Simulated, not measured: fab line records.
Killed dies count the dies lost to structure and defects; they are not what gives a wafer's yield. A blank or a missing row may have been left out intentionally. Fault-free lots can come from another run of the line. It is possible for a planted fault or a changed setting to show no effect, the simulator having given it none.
What tool caused it? :: flow berkeley-cmos170 :: Sampling: 14 lots, 42 wafers, 4 of 331 route steps

WHAT THE GAUGES SHOWED, per wafer
UCB170_GATE_THK_MEAS_05.
lot: L403
measured: day 6 19:38
on: film-metro-04
GATE_POLY_THK (nm): 212.1 211.3 212.2

lot: L405
measured: day 6 19:38
on: film-metro-02
GATE_POLY_THK (nm): 213.1 212.7 213.0

lot: L404
measured: day 6 19:42
on: film-metro-04
GATE_POLY_THK (nm): 214.7 214.0 212.2

lot: L406
measured: day 7 19:34
on: film-metro-01
GATE_POLY_THK (nm): 211.4 212.3 210.8

lot: L408
measured: day 7 19:35
on: film-metro-04
GATE_POLY_THK (nm): 214.0 214.4 213.3

lot: L407
measured: day 7 19:32
on: film-metro-02
GATE_POLY_THK (nm): 214.7 214.5 213.5

lot: L412
measured: day 8 13:45
on: film-metro-04
GATE_POLY_THK (nm): 214.5 213.5 215.8

lot: L410
measured: day 8 13:46
on: film-metro-02
GATE_POLY_THK (nm): 213.9 212.6 212.7

lot: L416
measured: day 9 17:47
on: film-metro-01
GATE_POLY_THK (nm): 430.3 428.4 432.8 430.4 428.5 432.9

lot: L415
measured: day 9 14:27
on: film-metro-01
GATE_POLY_THK (nm): 212.0 208.8 210.0

lot: L417
measured: day 10 02:59
on: film-metro-02
GATE_POLY_THK (nm): 213.6 214.0 214.4

lot: L418
measured: day 10 04:32
on: film-metro-04
GATE_POLY_THK (nm): 425.7 425.8 426.8 425.6 425.6 426.9

lot: L419
measured: day 11 01:16
on: film-metro-01
GATE_POLY_THK (nm): 217.0 215.5 215.8

lot: L426
measured: day 11 20:59
on: film-metro-01
GATE_POLY_THK (nm): 212.4 211.2 210.8

UCB170_GATE_CD_MEAS_12: target cd 350 nm.
lot: L403
measured: day 6 20:53
on: cd-sem-01
cd-nm (nm): 349.0 349.7 351.6

lot: L405
measured: day 6 20:53
on: cd-sem-02
cd-nm (nm): 350.7 350.4 349.6

lot: L404
measured: day 6 21:22
on: cd-sem-01
cd-nm (nm): 350.5 351.2 351.4

lot: L406
measured: day 7 21:31
on: cd-sem-02
cd-nm (nm): 352.2 351.5 351.7

lot: L408
measured: day 7 21:41
on: cd-sem-02
cd-nm (nm): 351.4 352.4 349.7

lot: L407
measured: day 7 21:40
on: cd-sem-01
cd-nm (nm): 348.2 347.7 348.4

lot: L412
measured: day 8 15:09
on: cd-sem-01
cd-nm (nm): 351.1 350.3 350.0

lot: L410
measured: day 8 14:54
on: cd-sem-01
cd-nm (nm): 351.1 352.3 351.6

lot: L415
measured: day 9 15:22
on: cd-sem-02
cd-nm (nm): 347.3 348.3 346.8

lot: L417
measured: day 10 04:29
on: cd-sem-02
cd-nm (nm): 350.6 349.8 350.2

lot: L419
measured: day 11 02:11
on: cd-sem-01
cd-nm (nm): 350.0 350.2 351.1

lot: L426
measured: day 11 22:16
on: cd-sem-02
cd-nm (nm): 349.9 350.7 351.2

EACH LOT AND THE TOOL THAT RAN IT (in order: tool; ch and the chambers of the sampled wafers; start)
lot: L403
UCB170_NVT_STRIP_08: plasma-asher-01 ch 0,1, day 5 23:38
UCB170_GATE_CVD_04: lpcvd-01 ch 0, day 6 18:13

lot: L405
UCB170_NVT_STRIP_08: plasma-asher-01 ch 0,1, day 6 05:31
UCB170_GATE_CVD_04: lpcvd-01 ch 1, day 6 18:13

lot: L404
UCB170_NVT_STRIP_08: plasma-asher-04 ch 0,1, day 6 05:41
UCB170_GATE_CVD_04: lpcvd-01 ch 1, day 6 18:13

lot: L406
UCB170_NVT_STRIP_08: plasma-asher-01 ch 0,1, day 7 04:32
UCB170_GATE_CVD_04: lpcvd-02 ch 0, day 7 18:08

lot: L408
UCB170_NVT_STRIP_08: plasma-asher-04 ch 0,1, day 7 04:43
UCB170_GATE_CVD_04: lpcvd-02 ch 0, day 7 18:08

lot: L407
UCB170_NVT_STRIP_08: plasma-asher-01 ch 0,1, day 7 04:47
UCB170_GATE_CVD_04: lpcvd-02 ch 1, day 7 18:08

lot: L412
UCB170_NVT_STRIP_08: plasma-asher-04 ch 0,1, day 7 21:38
UCB170_GATE_CVD_04: lpcvd-01 ch 0, day 8 12:21

lot: L410
UCB170_NVT_STRIP_08: plasma-asher-03 ch 0, day 7 21:46
UCB170_GATE_CVD_04: lpcvd-01 ch 0, day 8 12:21

lot: L416
UCB170_NVT_STRIP_08: plasma-asher-01 ch 1, day 8 19:31
UCB170_GATE_CVD_04: lpcvd-01 ch 1, day 9 13:02

lot: L415
UCB170_NVT_STRIP_08: plasma-asher-03 ch 0,1, day 8 20:02
UCB170_GATE_CVD_04: lpcvd-01 ch 0, day 9 13:02

lot: L417
UCB170_NVT_STRIP_08: plasma-asher-03 ch 0,1, day 9 07:23
UCB170_GATE_CVD_04: lpcvd-01 ch 0, day 10 01:33

lot: L418
UCB170_NVT_STRIP_08: plasma-asher-01 ch 0,1, day 9 07:29
UCB170_GATE_CVD_04: lpcvd-01 ch 0, day 10 01:33

lot: L419
UCB170_NVT_STRIP_08: plasma-asher-04 ch 0,1, day 10 07:35
UCB170_GATE_CVD_04: lpcvd-01 ch 1, day 10 23:52

lot: L426
UCB170_NVT_STRIP_08: plasma-asher-01 ch 0,1, day 11 06:15
UCB170_GATE_CVD_04: lpcvd-01 ch 0, day 11 19:35
- UCB170_NVT_STRIP_08: strips in O2.
- UCB170_GATE_CVD_04: deposits poly-Si from SiH4, time 1440 s, target thk 214 nm.

AS READ BY THE TOOLS THEMSELVES (means over the sampled wafers that have a number; for cases with no such wafer, the mark the record gives instead)
UCB170_NVT_STRIP_08.
lot: L403
tool: plasma-asher-01
drypump-motor-current-A (A): 6.13
oes-product-au (a.u.): 0.728
strip-time-to-endpoint-s (s): 21.59

lot: L405
tool: plasma-asher-01
drypump-motor-current-A (A): 6.12
oes-product-au (a.u.): 0.735
strip-time-to-endpoint-s (s): 21.65

lot: L404
tool: plasma-asher-04
drypump-motor-current-A (A): 5.92
oes-product-au (a.u.): 0.729
strip-time-to-endpoint-s (s): 21.61

lot: L406
tool: plasma-asher-01
drypump-motor-current-A (A): 6.06
oes-product-au (a.u.): 0.733
strip-time-to-endpoint-s (s): 21.63

lot: L408
tool: plasma-asher-04
drypump-motor-current-A (A): 5.93
oes-product-au (a.u.): 0.738
strip-time-to-endpoint-s (s): 21.65

lot: L407
tool: plasma-asher-01
drypump-motor-current-A (A): 6.14
oes-product-au (a.u.): 0.735
strip-time-to-endpoint-s (s): 21.65

lot: L412
tool: plasma-asher-04
drypump-motor-current-A (A): 5.94
oes-product-au (a.u.): 0.733
strip-time-to-endpoint-s (s): 21.58

lot: L410
tool: plasma-asher-03
drypump-motor-current-A (A): 5.97
oes-product-au (a.u.): 0.734
strip-time-to-endpoint-s (s): 21.54

lot: L416
tool: plasma-asher-01
drypump-motor-current-A (A): 6.22
oes-product-au (a.u.): 0.733
strip-time-to-endpoint-s (s): 21.60

lot: L415
tool: plasma-asher-03
drypump-motor-current-A (A): 5.97
oes-product-au (a.u.): 0.735
strip-time-to-endpoint-s (s): 21.62

lot: L417
tool: plasma-asher-03
drypump-motor-current-A (A): 5.96
oes-product-au (a.u.): 0.734
strip-time-to-endpoint-s (s): 21.58

lot: L418
tool: plasma-asher-01
drypump-motor-current-A (A): 6.04
oes-product-au (a.u.): 0.733
strip-time-to-endpoint-s (s): 21.58

lot: L419
tool: plasma-asher-04
drypump-motor-current-A (A): 5.94
oes-product-au (a.u.): 0.733
strip-time-to-endpoint-s (s): 21.54

lot: L426
tool: plasma-asher-01
drypump-motor-current-A (A): 6.12
oes-product-au (a.u.): 0.732
strip-time-to-endpoint-s (s): 21.63

UCB170_GATE_CVD_04.
lot: L403
tool: lpcvd-01
spike-tc-load-C (C): 631.7
susceptor-temp-C (C): 610.10

lot: L405
tool: lpcvd-01
spike-tc-load-C (C): 634.4
susceptor-temp-C (C): 609.69

lot: L404
tool: lpcvd-01
spike-tc-load-C (C): 634.3
susceptor-temp-C (C): 609.95

lot: L406
tool: lpcvd-02
spike-tc-load-C (C): 635.6
susceptor-temp-C (C): 610.28

lot: L408
tool: lpcvd-02
spike-tc-load-C (C): 633.4
susceptor-temp-C (C): 610.19

lot: L407
tool: lpcvd-02
spike-tc-load-C (C): 628.4
susceptor-temp-C (C): 609.55

lot: L412
tool: lpcvd-01
spike-tc-load-C (C): 632.6
susceptor-temp-C (C): 609.91

lot: L410
tool: lpcvd-01
spike-tc-load-C (C): 631.7
susceptor-temp-C (C): 609.88

lot: L416
tool: lpcvd-01
spike-tc-load-C (C): 634.1
susceptor-temp-C (C): 609.96

lot: L415
tool: lpcvd-01
spike-tc-load-C (C): 631.6
susceptor-temp-C (C): 610.09

lot: L417
tool: lpcvd-01
spike-tc-load-C (C): 631.5
susceptor-temp-C (C): 610.07

lot: L418
tool: lpcvd-01
spike-tc-load-C (C): 631.8
susceptor-temp-C (C): 610.14

lot: L419
tool: lpcvd-01
spike-tc-load-C (C): 634.9
susceptor-temp-C (C): 609.98

lot: L426
tool: lpcvd-01
spike-tc-load-C (C): 631.2
susceptor-temp-C (C): 609.77

THE ANSWER, worked out from the rows above alone
Rule: what is usual is taken from the lots themselves. Put in order of their means at a reading, lots are off if they are a third of the lots or fewer, leave a main group of 4 or more, and stand apart from it by a gap of 3 or more times the standard deviation of the main group's means; of several such gaps the widest counts. The tables above print the reading to a certain number of digits; a main group whose means all agree to those digits is not used. A lot without any number at a reading at which 4 lots or more have one is off too. Any other lot the step has rows for is counted as sound. First the gauges in route order, then the tools' own readings, where a lot's mean is used as printed above. At the first step where some lot is off, the reading lying furthest off is the one used; lots without a number count as furthest.
Off: L416, L418, at UCB170_GATE_THK_MEAS_05 (GATE_POLY_THK). For the main group the mean is 213.1 nm and the standard deviation 1.6.
If a tool, at a process step before that reading, ran all the lots that are off and no sound lot after the first of them, it fits. Those tools and the gauges at UCB170_GATE_THK_MEAS_05 are tried in the same way. None of those tried fits.

WHAT THE SIMULATOR PUT IN
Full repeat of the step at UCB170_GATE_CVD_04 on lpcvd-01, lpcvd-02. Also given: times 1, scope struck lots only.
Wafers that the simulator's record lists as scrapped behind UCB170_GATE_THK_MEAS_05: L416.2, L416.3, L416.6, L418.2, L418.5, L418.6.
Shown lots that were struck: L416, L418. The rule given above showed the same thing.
